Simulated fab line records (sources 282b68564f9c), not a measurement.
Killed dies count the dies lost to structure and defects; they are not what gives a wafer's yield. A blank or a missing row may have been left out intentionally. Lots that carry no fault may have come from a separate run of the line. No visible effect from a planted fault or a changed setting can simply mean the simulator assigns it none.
2 desks, one fault	flow rit_cmos	each desk holds nothing but its own numbers, with what lay behind them at the end

== DESK OF THE TOOL OWNER: pvd_sputter-01 ==
The tool's own readings at RIT_SILICIDE_SPUTTER_01 (material Ti, target thk 30 nm, time 240 s): means of the sampled wafers that have a number, for each lot that ran on this tool. Marked OUT: a lot whose mean sits more than 4 standard deviations from the usual mean, which makes it out of limits; the brackets give that distance.
Columns: A = throttle_valve_pct at RIT_SILICIDE_SPUTTER_01, usual 29.8 %
lot	first seen here	A
L234	day 3 11:34	29.4
L236	day 4 01:58	31.3
L239	day 4 13:22	29.4
L240	day 4 20:10	29.3
L242	day 5 07:44	31.3
L244	day 5 14:37	30.3
L246	day 5 21:20	32.1
Result from this desk: across the 7 lots, nothing is out of limits.

== FROM THE METROLOGY DESK ==
What the gauges read, lot by lot, whatever tool the lot ran on: means of the sampled wafers that have a number. Marked OUT: a lot whose mean sits more than 4 standard deviations from the usual mean, which makes it out of limits; the brackets give that distance.
Columns: A = NLDD_RS at RIT_SDANNEAL_RS_MEAS_07, usual 152.1 ohm/sq; B = SILICIDE_TI_RS at RIT_SILICIDE_RS_MEAS_02, usual 47.6 ohm/sq; C = SILICIDE_TI_THK at RIT_SILICIDE_THK_MEAS_03, usual 30.2 nm; D = M1_BOW at RIT_M1_BOW_MEAS_16, usual 17 um
lot	first seen here	A	B	C	D
L233	day 3 07:14	151.1	47.3	30.4	16
L234	day 3 11:27	152.2	47.7	30.2	14
L235	day 3 18:07	152.4	47.6	30.1	16
L236	day 4 01:52	151.9	47.3	30.2	15
L238	day 4 10:01	152.2	48.0	30.0	22
L237	day 4 11:31	152.3	47.6	30.3	15
L239	day 4 13:14	152.4	48.5	29.9	18
L240	day 4 20:05	152.0	47.7	30.2	23
L242	day 5 07:37	151.4	47.0	30.5	14
L244	day 5 14:29	152.6	47.7	30.2	13
L246	day 5 21:13	151.7	82.7 (+53) OUT	19.7 (-30) OUT	14
L253	day 7 11:14	152.0	47.1	30.4	17
L256	day 8 00:05	152.2	46.7	30.8	18
This desk's finding: out of limits on L246; first on L246, day 5 21:30 (SILICIDE_TI_RS at RIT_SILICIDE_RS_MEAS_02). Within limits: L233, L234, L235, L236, L238, L237, L239, L240, L242, L244, L253, L256.

== TAKEN TOGETHER ==
The metrology desk could have raised an alarm at day 5 21:30, on L246.
Nothing out of limits was seen by the tool owner's desk.
On record at the tool owner's desk: L246, within its limits.
Of the lots named, all ran RIT_SILICIDE_SPUTTER_01 on pvd_sputter-01.

== WHAT WAS PUT IN BY THE SIMULATOR ==
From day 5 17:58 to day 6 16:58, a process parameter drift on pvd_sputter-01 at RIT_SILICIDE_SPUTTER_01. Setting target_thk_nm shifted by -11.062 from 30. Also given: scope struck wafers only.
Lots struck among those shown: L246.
Delay in hours, fault start to first out-of-limits reading, per desk: metrology desk 4.
